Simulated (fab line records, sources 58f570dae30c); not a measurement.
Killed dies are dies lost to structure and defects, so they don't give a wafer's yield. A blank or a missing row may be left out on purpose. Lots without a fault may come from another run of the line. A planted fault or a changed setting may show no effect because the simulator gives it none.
One fault seen from 2 desks | flow berkeley_cmos170 | each desk has only its own numbers; what lay behind them comes last

THE TOOL OWNER'S DESK: wet_bench-04
The tool's own readings at UCB170_FIELD_WET_ETCH_06 (etches SiO2 in BOE, time 22 s): means of the sampled wafers that have a number, for each lot that ran on this tool. A lot is out of limits, marked OUT, if its mean lies more than 4 standard deviations from the usual mean; the brackets give that distance.
Columns: A = run_length_s at UCB170_FIELD_WET_ETCH_06, usual 48.9 s
lot  | first seen here | A
L161 | day 5 07:49     | 53.2
L167 | day 7 08:29     | 48.0
L168 | day 7 08:29     | 48.0
L169 | day 7 08:29     | 48.4
L170 | day 7 20:07     | 49.5
L172 | day 7 20:07     | 48.0
L174 | day 8 11:20     | 41.1 (-4.3) OUT
L175 | day 8 11:20     | 40.3 (-4.8) OUT
This desk's finding: out of limits on L174, L175; first on L174, day 8 11:20 (run_length_s at UCB170_FIELD_WET_ETCH_06). In limits: L161, L167, L168, L169, L170, L172.

THE METROLOGY DESK
What the gauges read, lot by lot, whatever tool the lot ran on: means of the sampled wafers that have a number. A lot is out of limits, marked OUT, if its mean lies more than 4 standard deviations from the usual mean; the brackets give that distance.
Columns: A = NWELL_NITRIDE_THK at UCB170_NWELL_THK_MEAS_05, usual 226.6 nm; B = ACTIVE_NITRIDE_THK at UCB170_ACTIVE_THK_MEAS_06, usual 219.7 nm; C = cd_nm at UCB170_PSD_CD_MEAS_06, usual 1200.0 nm
lot  | first seen here | A     | B     | C
L161 | day 2 12:55     | 225.9 | 219.4 | 1198.1
L162 | day 2 19:00     | 225.8 | 221.1 | 1199.8
L163 | day 3 02:09     | 227.8 | 218.9 | 1201.6
L167 | day 3 22:17     | 231.7 | 220.1 | 1202.1
L168 | day 4 03:52     | 227.5 | 218.9 | 1201.7
L169 | day 4 09:13     | 225.9 | 219.8 | 1200.7
L170 | day 4 17:26     | 225.9 | 218.4 | 1200.7
L172 | day 4 21:09     | 225.6 | 221.5 | 1200.0
L173 | day 5 03:52     | 230.7 | 220.1 | 1201.2
L175 | day 5 09:16     | 229.6 | 218.8 | 1198.6
L174 | day 5 09:17     | 223.3 | 215.7 | 1200.7
L176 | day 5 18:08     | 226.5 | 217.7 | 1199.4
L177 | day 6 01:57     | 223.5 | 220.3 | 1198.5
L183 | day 7 08:17     | 224.0 | 223.0 | 1200.9
This desk's finding: nothing out of limits on any of the 14 lots.

PUT TOGETHER
The tool owner's desk could have raised an alarm at day 8 11:20, on L174, L175.
The metrology desk saw nothing out of limits.
The metrology desk has L174, L175 on record, within its limits.
Of the lots named, all ran UCB170_FIELD_WET_ETCH_06 on wet_bench-04.

WHAT THE SIMULATOR HAD PUT IN
Process parameter drift: wet_bench-04, from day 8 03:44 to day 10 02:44, at UCB170_FIELD_WET_ETCH_06. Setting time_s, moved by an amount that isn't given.
Lots struck among those shown: L174, L175.
Hours from the fault's start to each desk's first reading out of limits: the tool owner's desk, 8.
